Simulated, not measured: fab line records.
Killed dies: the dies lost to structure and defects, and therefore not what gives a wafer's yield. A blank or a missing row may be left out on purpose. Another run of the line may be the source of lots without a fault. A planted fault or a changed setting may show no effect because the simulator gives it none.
Which tool did it? -- flow berkeley cmos170 -- 14 lots (42 wafers sampled), 1 step of a 331-step route

== WHAT EACH GAUGE READ, for each wafer ==
The record holds no reading of a measuring or inspecting step that can be judged against a usual standard deviation.

== WHAT TOOL EACH LOT RAN ON (gives the tool, then ch and the chambers of the sampled wafers, and finally the start) ==
lot,UCB170_NSD_CLEAN_11
L801,"wet bench-02 ch 2, day 8 05:38"
L805,"wet bench-04 ch 2, day 9 07:22"
L806,"wet bench-02 ch 2, day 9 07:33"
L808,"wet bench-04 ch 2, day 9 07:49"
L809,"wet bench-02 ch 1, day 9 07:56"
L811,"wet bench-02 ch 2, day 10 11:59"
L814,"wet bench-02 ch 0, day 11 05:30"
L816,"wet bench-03 ch 1, day 11 19:11"
L817,"wet bench-03 ch 2, day 11 19:22"
L819,"wet bench-03 ch 1, day 12 06:41"
L818,"wet bench-02 ch 0, day 12 06:58"
L821,"wet bench-03 ch 1, day 12 07:10"
L820,"wet bench-02 ch 2, day 12 07:25"
L822,"wet bench-03 ch 0, day 13 03:09"
- UCB170_NSD_CLEAN_11: cleans in SPM, time 600 s.

== AS READ BY THE TOOLS THEMSELVES (means over the sampled wafers that have a number; for cases with no such wafer, the mark the record gives instead) ==
UCB170_NSD_CLEAN_11. Usual: bath guard temp C 119.8 C, standard deviation 0.59; bath heat duty pct 13.6 %, standard deviation 1.7; temp c 120.00 C, standard deviation 0.12.
lot,tool,bath guard temp C (C),bath heat duty pct (%),temp c (C),flag
L801,wet bench-02,118.8,11.5,120.01,
L805,wet bench-04,120.8,14.3,119.94,
L806,wet bench-02,118.9,12.0,120.05,
L808,wet bench-04,120.8,14.8,119.90,
L809,wet bench-02,119.6,12.9,119.89,
L811,wet bench-02,118.8,11.8,120.03,
L814,wet bench-02,119.8,15.4,120.08,
L816,wet bench-03,-,-,-,OFF
L817,wet bench-03,-,-,-,OFF
L819,wet bench-03,119.8,14.9,119.85,
L818,wet bench-02,119.7,16.5,120.09,
L821,wet bench-03,119.8,14.3,119.99,
L820,wet bench-02,118.7,11.4,120.14,
L822,wet bench-03,120.2,13.1,120.20,

== THE ANSWER, worked out from the rows above alone ==
Rule: lot off if the mean of its wafers having a number is beyond 3 standard deviations from the usual mean. Also off: a lot with no number at a reading for which 4 or more lots have one. Where the step has rows for the other lots, those lots are counted as sound. Order of review: gauges by route order, followed by the tools' own readings, for which a lot's mean as printed above is used. The first step at which some lot is off is used, and at that step the reading that is off furthest; a lot without a number counts as furthest.
Off: L816, L817, at UCB170_NSD_CLEAN_11 (bath guard temp C). Without a number there: L816, L817.
A tool fits if, at that step or a process step before it, it ran every lot that is off, and no sound lot after the first of them. None of those tried fits.

== WHAT WAS PUT IN BY THE SIMULATOR ==
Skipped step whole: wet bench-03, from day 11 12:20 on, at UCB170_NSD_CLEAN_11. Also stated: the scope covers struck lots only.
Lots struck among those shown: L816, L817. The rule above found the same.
